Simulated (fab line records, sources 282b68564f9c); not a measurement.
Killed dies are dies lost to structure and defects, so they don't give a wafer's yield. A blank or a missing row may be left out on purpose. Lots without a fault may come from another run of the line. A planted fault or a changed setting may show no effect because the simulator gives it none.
Split-lot experiment | flow rit_cmos | 5 lots, 23 wafers read, on a route of 202 steps

THE SPLIT
At RIT_PRETRO_COAT_01 (resist thk 1300 nm), the setting resist_thk_nm was moved away from the recipe's 1300 nm on 10 of the 23 wafers read, by -4.5% to +5.8%. The other wafers ran this setting at the recipe's value.

FROM THE SPLIT TO THE READING: what the file shows between them, 3 steps
- RIT_PRETRO_SOFTBAKE_02: time 62.32 s
- RIT_PRETRO_EXPOSE_03: exposes mask M5, target cd 43700 nm
- RIT_PRETRO_DEVELOP_05: develop time 68 s

THE READING
NOVOLAK_of_PRETRO_COAT_01.thk_nm (the simulator's own value, which no gauge read), in nm, at RIT_PRETRO_HARDBAKE_07 (time 120 s). The file gives no usual value for it. The 13 wafers here that ran the recipe average 1136 nm, standard deviation 1.8 nm.

wafer  | tool, chamber at the split | resist_thk_nm as run, nm | against the recipe | NOVOLAK_of_PRETRO_COAT_01.thk_nm, nm | against lot-mates on the recipe
L074.1 | litho_track-03, 0          | 1300                     | recipe             | 1133                                 | -
L074.2 | litho_track-03, 0          | 1242                     | -4.5%              | 1085                                 | -49
L074.4 | litho_track-03, 0          | 1242                     | -4.5%              | 1083                                 | -51
L074.5 | litho_track-03, 0          | 1300                     | recipe             | 1135                                 | -
L074.6 | litho_track-03, 0          | 1242                     | -4.5%              | 1086                                 | -48
L077.1 | litho_track-02, 0          | 1300                     | recipe             | 1136                                 | -
L077.4 | litho_track-02, 0          | 1300                     | recipe             | 1136                                 | -
L077.2 | litho_track-02, 0          | 1369                     | +5.3%              | 1198                                 | +61
L077.3 | litho_track-02, 0          | 1369                     | +5.3%              | 1193                                 | +56
L077.5 | litho_track-02, 0          | 1300                     | recipe             | 1138                                 | -
L081.1 | litho_track-04, 0          | 1300                     | recipe             | 1139                                 | -
L081.5 | litho_track-04, 0          | 1300                     | recipe             | 1139                                 | -
L081.3 | litho_track-04, 0          | 1355                     | +4.2%              | 1185                                 | +47
L081.4 | litho_track-04, 0          | 1355                     | +4.2%              | 1189                                 | +51
L081.6 | litho_track-04, 0          | 1300                     | recipe             | 1137                                 | -
L082.2 | litho_track-03, 0          | 1376                     | +5.8%              | 1198                                 | +62
L082.3 | litho_track-03, 0          | 1300                     | recipe             | 1136                                 | -
L082.5 | litho_track-03, 0          | 1300                     | recipe             | 1136                                 | -
L082.4 | litho_track-03, 0          | 1376                     | +5.8%              | 1200                                 | +64
L082.6 | litho_track-03, 0          | 1376                     | +5.8%              | 1200                                 | +64
L085.3 | litho_track-03, 0          | 1300                     | recipe             | 1136                                 | -
L085.4 | litho_track-03, 0          | 1300                     | recipe             | 1139                                 | -
L085.5 | litho_track-03, 0          | 1300                     | recipe             | 1134                                 | -

THE FIT
A straight line over all 23 wafers: NOVOLAK_of_PRETRO_COAT_01.thk_nm changes by +11.2 nm for each +1% of resist_thk_nm; r = +1.00; the points scatter about the line by 2.4 nm.
The same after taking each lot's own level away (the mean of its wafers on the recipe; 23 wafers): +11 nm for each +1%; r = +1.00; scatter 1.7 nm.
On that fit, the largest move of resist_thk_nm shifts the reading by 65 nm.
The lots' own levels span 1134.0 to 1138.3 nm, that is 2.4 times the standard deviation above.
So the lot-to-lot level changes the slope little: the two slopes agree.
Check: with one of the wafers moved furthest among these (+5.8%) left out of the fit, the line predicts +65 nm for it against its lot-mates. It came out at +62 nm against them.

OTHER SPLITS ON THESE WAFERS
These wafers also went through other splits before the reading. Each is held against what the fit with the lots' levels taken away leaves over:
other split on the same wafers       | wafers away from the commonest value | r with NOVOLAK_of_PRETRO_COAT_01.thk_nm (lot level and that fit taken away)
RIT_ACTIVE_CVD_03 temp_c             | 5                                    | +0.03
RIT_ACTIVE_DEVELOP_10 develop_time_s | 7                                    | -0.08
RIT_ACTIVE_ETCH_13 time_s            | 6                                    | -0.15
RIT_FOX2_OXIDATION_00 temp_c         | 18                                   | -0.25
RIT_NRETRO_IMPLANT_08 energy_kev     | 7                                    | +0.41

THE WHOLE CHAIN: every reading that the file lists as answering this split, in the file's order
step                   | what it does       | reading                                                                           | change (the file's fit)              | r (the file's)
RIT_PRETRO_COAT_01     | resist thk 1300 nm | NOVOLAK_of_PRETRO_COAT_01.thk_nm (the simulator's own value, which no gauge read) | +12.8 nm for each +1% of the setting | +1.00
RIT_PRETRO_HARDBAKE_07 | time 120 s         | NOVOLAK_of_PRETRO_COAT_01.thk_nm (the simulator's own value, which no gauge read) | +11.1 nm for each +1% of the setting | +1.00

THE FILE'S OWN FIT
NOVOLAK_of_PRETRO_COAT_01.thk_nm changes by +11.1 nm for each +1% of resist_thk_nm, r = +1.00.
